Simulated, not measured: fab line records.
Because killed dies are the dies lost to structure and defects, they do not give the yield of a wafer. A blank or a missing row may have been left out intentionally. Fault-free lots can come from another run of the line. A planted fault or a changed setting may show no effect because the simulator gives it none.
Which tool is to blame? | flow berkeley cmos170 | 14 lots with 42 wafers sampled at 3 steps, on a route of 331 steps

== WHAT EACH GAUGE READ, for each wafer ==
UCB170_CONTACT_CD_MEAS_90 targets a cd of 700 nm. Usual: cd nm at 700.1 nm, with a standard deviation of 1.8.
lot  | measured     | on        | cd nm (nm)        | flag
L301 | day 9 09:31  | cd sem-01 | 698.0 700.1 698.0 |
L302 | day 9 10:22  | cd sem-02 | 700.4 702.1 701.8 |
L303 | day 10 03:07 | cd sem-02 | 699.2 700.3 700.0 |
L306 | day 10 19:41 | cd sem-02 | 700.9 703.0 700.6 |
L305 | day 10 22:21 | cd sem-01 | 700.9 701.3 701.4 |
L307 | day 10 22:38 | cd sem-02 | 700.4 700.5 700.9 |
L304 | day 10 22:53 | cd sem-01 | - - -             | OFF
L308 | day 11 11:47 | cd sem-02 | - - -             | OFF
L311 | day 11 15:22 | cd sem-02 | 700.1 701.6 701.1 |
L317 | day 12 09:54 | cd sem-02 | 697.4 701.6 702.0 |
L318 | day 12 10:37 | cd sem-01 | 699.9 703.8 698.8 |
L319 | day 12 13:58 | cd sem-02 | 699.0 699.9 702.5 |
L321 | day 13 09:58 | cd sem-01 | 699.6 701.7 700.9 |
L322 | day 13 16:03 | cd sem-01 | 701.8 698.7 701.9 |

== WHAT TOOL EACH LOT RAN ON (gives the tool, then ch and the chambers of the sampled wafers, and finally the start) ==
lot  | UCB170_CONTACT_ETCH_17             | UCB170_CONTACT_ETCH_18
L301 | rie diel-01 ch 1,3, day 9 09:16    | rie diel-01 ch 1,3, day 9 09:31 or earlier
L302 | rie diel-04 ch 0,2,3, day 9 10:06  | rie diel-04 ch 0,2,3, day 9 10:22 or earlier
L303 | rie diel-01 ch 0,1, day 10 02:50   | rie diel-01 ch 0,1, day 10 03:07 or earlier
L306 | rie diel-04 ch 0,1,3, day 10 19:25 | rie diel-04 ch 0,1,3, day 10 19:41 or earlier
L305 | rie diel-02 ch 0,1,3, day 10 22:02 | rie diel-02 ch 0,1,3, day 10 22:21 or earlier
L307 | rie diel-04 ch 0,3, day 10 22:20   | rie diel-04 ch 0,3, day 10 22:38 or earlier
L304 | rie diel-02 ch 0,1, day 10 22:37   | rie diel-02 ch 0,1, day 10 22:53 or earlier
L308 | rie diel-02 ch 1,2,3, day 11 11:29 | rie diel-02 ch 1,2,3, day 11 11:47 or earlier
L311 | rie diel-01 ch 1,3, day 11 15:07   | rie diel-01 ch 1,3, day 11 15:22 or earlier
L317 | rie diel-02 ch 1,2, day 12 09:35   | rie diel-02 ch 1,2, day 12 09:54 or earlier
L318 | rie diel-01 ch 0,1,3, day 12 10:19 | rie diel-01 ch 0,1,3, day 12 10:37 or earlier
L319 | rie diel-02 ch 1,2,3, day 12 13:41 | rie diel-02 ch 1,2,3, day 12 13:58 or earlier
L321 | rie diel-04 ch 1,2, day 13 09:41   | rie diel-04 ch 1,2, day 13 09:58 or earlier
L322 | rie diel-01 ch 0,1,3, day 13 15:47 | rie diel-01 ch 0,1,3, day 13 16:03 or earlier
- UCB170_CONTACT_ETCH_17: etches BARC in N2/H2.
- UCB170_CONTACT_ETCH_18: etches PSG in CHF3/CF4/Ar, stops on TiSi2, target depth 840 nm, time 195 s.

== AS READ BY THE TOOLS THEMSELVES (means over the sampled wafers that have a number; for cases with no such wafer, the mark the record gives instead) ==
UCB170_CONTACT_ETCH_17. Usual: bias w 100.0 W, standard deviation 0.31; chamber pressure mTorr 30.001 mTorr, standard deviation 0.026; drypump motor current A 5.7 A, standard deviation 0.4; oes product au 0.999 a.u., standard deviation 0.022; rf fwd power W 494.1 W, standard deviation 2.3; throttle valve pct 13.30 %, standard deviation 0.17.
lot  | tool        | bias w (W) | chamber pressure mTorr (mTorr) | drypump motor current A (A) | oes product au (a.u.) | rf fwd power W (W) | throttle valve pct (%) | flag
L301 | rie diel-01 | 99.8       | 30.006                         | 5.8                         | 0.983                 | 491.1              | 13.32                  |
L302 | rie diel-04 | 100.0      | 30.013                         | 5.5                         | 1.002                 | 495.5              | 13.31                  |
L303 | rie diel-01 | 100.0      | 30.004                         | 6.0                         | 1.013                 | 493.8              | 13.13                  |
L306 | rie diel-04 | 99.7       | 30.011                         | 5.6                         | 1.008                 | 495.2              | 13.23                  |
L305 | rie diel-02 | 100.0      | 30.012                         | 5.6                         | 1.009                 | 493.3              | 13.42                  |
L307 | rie diel-04 | 100.1      | 29.987                         | 5.7                         | 1.001                 | 494.5              | 13.21                  |
L304 | rie diel-02 | -          | -                              | -                           | -                     | -                  | -                      | OFF
L308 | rie diel-02 | -          | -                              | -                           | -                     | -                  | -                      | OFF
L311 | rie diel-01 | 100.1      | 30.005                         | 5.9                         | 0.991                 | 493.1              | 13.33                  |
L317 | rie diel-02 | 100.1      | 30.014                         | 5.8                         | 1.003                 | 494.4              | 13.25                  |
L318 | rie diel-01 | 99.7       | 30.001                         | 5.9                         | 0.985                 | 492.2              | 13.22                  |
L319 | rie diel-02 | 100.4      | 30.021                         | 5.7                         | 1.007                 | 494.3              | 13.40                  |
L321 | rie diel-04 | 100.2      | 30.017                         | 5.0                         | 0.997                 | 495.9              | 13.50                  |
L322 | rie diel-01 | 100.0      | 30.023                         | 5.9                         | 0.998                 | 491.4              | 13.23                  |

UCB170_CONTACT_ETCH_18. Usual: CHF3_flow_sccm 45.01 sccm, standard deviation 0.14; cf4 flow sccm 15.00 sccm, standard deviation 0.046; drypump motor current A 5.7 A, standard deviation 0.4; oes product au 0.889 a.u., standard deviation 0.014; rf fwd power W 697.1 W, standard deviation 2.3; throttle valve pct 6.92 %, standard deviation 0.11.
lot  | tool        | CHF3_flow_sccm (sccm) | cf4 flow sccm (sccm) | drypump motor current A (A) | oes product au (a.u.) | rf fwd power W (W) | throttle valve pct (%) | flag
L301 | rie diel-01 | 44.91                 | 15.00                | 5.8                         | 0.869                 | 696.0              | 6.97                   |
L302 | rie diel-04 | 45.10                 | 15.01                | 5.6                         | 0.899                 | 695.9              | 6.95                   |
L303 | rie diel-01 | 45.08                 | 15.02                | 6.1                         | 0.879                 | 695.1              | 6.79                   |
L306 | rie diel-04 | 44.99                 | 14.99                | 5.6                         | 0.900                 | 698.9              | 6.93                   |
L305 | rie diel-02 | 45.00                 | 15.02                | 5.6                         | 0.906                 | 698.5              | 6.98                   |
L307 | rie diel-04 | 44.94                 | 15.02                | 5.7                         | 0.908                 | 696.6              | 6.90                   |
L304 | rie diel-02 | 45.17                 | 15.00                | 5.6                         | 0.380                 | 698.1              | 6.94                   | OFF
L308 | rie diel-02 | 45.02                 | 15.05                | 5.7                         | 0.379                 | 697.5              | 6.96                   | OFF
L311 | rie diel-01 | 44.90                 | 14.92                | 5.9                         | 0.883                 | 695.0              | 6.98                   |
L317 | rie diel-02 | 45.00                 | 14.99                | 5.8                         | 0.877                 | 699.4              | 6.88                   |
L318 | rie diel-01 | 45.01                 | 14.97                | 5.9                         | 0.877                 | 696.1              | 6.89                   |
L319 | rie diel-02 | 44.98                 | 15.04                | 5.7                         | 0.890                 | 694.5              | 6.94                   |
L321 | rie diel-04 | 45.08                 | 15.03                | 5.0                         | 0.892                 | 696.4              | 7.03                   |
L322 | rie diel-01 | 44.94                 | 15.00                | 5.9                         | 0.883                 | 696.8              | 6.88                   |

== THE ANSWER, worked out from the rows above alone ==
Rule: take the mean of a lot's wafers that have a number; if it is more than 3 standard deviations from the usual mean, the lot is off. A lot without any number at a reading at which 4 lots or more have one is off too. Any other lot the step has rows for is counted as sound. The gauges are gone through in route order, then the tools' own readings, and for those a lot's mean is taken as printed above. The first step at which some lot is off is used, and at that step the reading that is off furthest; a lot without a number counts as furthest.
Off at UCB170_CONTACT_CD_MEAS_90 (cd nm): L304, L308. Without a number there: L304, L308.
If a tool, at a process step before that reading, ran all the lots that are off and no sound lot after the first of them, it fits. The gauges at UCB170_CONTACT_CD_MEAS_90 aren't tried: what is off there is off at UCB170_CONTACT_ETCH_17 too, on other tools, and a gauge's error can't cause that. Because UCB170_CONTACT_ETCH_18 lacks a start for some lots, the hours and order of its lots are taken from UCB170_CONTACT_CD_MEAS_90. Of those tried, none fits.

== WHAT THE SIMULATOR HAD PUT IN ==
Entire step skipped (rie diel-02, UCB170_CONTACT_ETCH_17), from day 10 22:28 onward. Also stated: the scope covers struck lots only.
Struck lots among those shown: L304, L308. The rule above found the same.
